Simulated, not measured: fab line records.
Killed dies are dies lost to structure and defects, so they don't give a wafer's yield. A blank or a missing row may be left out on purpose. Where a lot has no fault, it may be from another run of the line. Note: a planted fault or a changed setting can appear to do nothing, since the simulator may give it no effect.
A lot that was struck, set against a sound lot	flow berkeley_cmos170	17 out of 331 route steps
Sound: wafers L992.2, L992.3, L992.6. Wafers L103.2, L103.4, L103.6 were the ones struck. At the end, the cause is stated.
Order at every step that has rows: each side's tool, ch and its chambers, its first start. Under that, the readings that differ: sound wafers	struck wafers	difference of the means	sigmas: that difference in standard deviations of wafers without a fault.
alike: readings whose means differ by less than 2 such deviations, and words and numbers that are the same on both sides. not compared: withheld readings, readings that some wafer has no value for, bounds like >300 that may hide the same value, and numbers for which the record gives no deviation and whose values overlap.
The two part at a step that has a row with sigmas, a row that says differs or no value, or rows on one side only. Numbers that don't overlap but have no deviation are shown without sigmas and don't part them. A reading missing from all wafers of one side parts the sides only when that side holds two or more wafers.

first, 1 step without rows for these wafers: UCB170_PLDD_DEVELOP_05 (develop time 45 s).
UCB170_PLDD_CD_MEAS_06: the cd target is 1200 nm.
  sound on cd_sem-02 at day 8 23:19; struck on cd_sem-02 at day 11 09:40
  alike: cd_nm
UCB170_PLDD_OVL_MEAS_07:
  sound on overlay-01 at day 8 23:25; struck on overlay-02 at day 11 09:47
  alike: PLDD_OVL
then, 2 steps without rows for these wafers: UCB170_PLDD_IMPLANT_08; UCB170_PLDD_IMPLANT_09.
UCB170_PLDD_STRIP_10: strips in O2.
  sound on plasma_asher-03 ch 0,1, day 8 23:45; struck on plasma_asher-01 ch 0, day 11 10:08
  alike: drypump_motor_current_A, oes_product_au, strip_time_to_endpoint_s
  not compared: rf_hours_counter_h
UCB170_PLDD_TW_MEAS_11:
  sound on film_metro-04 at day 8 23:52; struck on film_metro-02 at day 11 10:17
  alike: PLDD_TW
then, 5 steps without rows for these wafers: UCB170_PLDD_CLEAN_12 (cleans in SPM, time 600 s); UCB170_NLDD_HMDS_00 (prime time 60 s); UCB170_NLDD_COAT_01 (resist thk 900 nm); UCB170_NLDD_SOFTBAKE_02 (time 60 s); UCB170_NLDD_EXPOSE_03 (exposes mask NSELECT, target cd 1200 nm).
UCB170_NLDD_PEB_04:
  sound on litho_track-04 ch 0, day 9 00:41; struck on litho_track-04 ch 0, day 11 11:34
reading	sound	struck	difference	sigmas
heater_power_total_W (W)	56.84 56.82 56.82	61.30 61.25 61.23	+4.43	+99
plate_temp_C (C)	130.15 130.34 130.11	137.92 137.82 137.74	+7.63	+54
  alike: chill_plate_temp_C
then, 1 step without rows for these wafers: UCB170_NLDD_DEVELOP_05 (develop time 45 s).
UCB170_NLDD_CD_MEAS_06: the cd target is 1200 nm.
  sound on cd_sem-01 at day 9 00:58; struck on cd_sem-01 at day 11 11:50
reading	sound	struck	difference	sigmas
cd_nm (nm)	1196.1 1198.2 1198.7	1237.5 1236.8 1236.0	+39.1	+30
UCB170_NLDD_OVL_MEAS_07:
  sound on overlay-02 at day 9 01:04; struck on overlay-02 at day 11 11:56
  alike: NLDD_OVL
UCB170_M3_PROBE_99:
  rows exist in the record for the sound wafers here (prober-01, day 10 12:55), none for the struck ones

== WHERE THEY PART ==
At UCB170_NLDD_PEB_04 first; at UCB170_M3_PROBE_99 last (within this record only).

WHY: whatever the simulator had introduced
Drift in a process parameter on litho_track-04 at UCB170_NLDD_PEB_04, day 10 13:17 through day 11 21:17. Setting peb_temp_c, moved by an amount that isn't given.
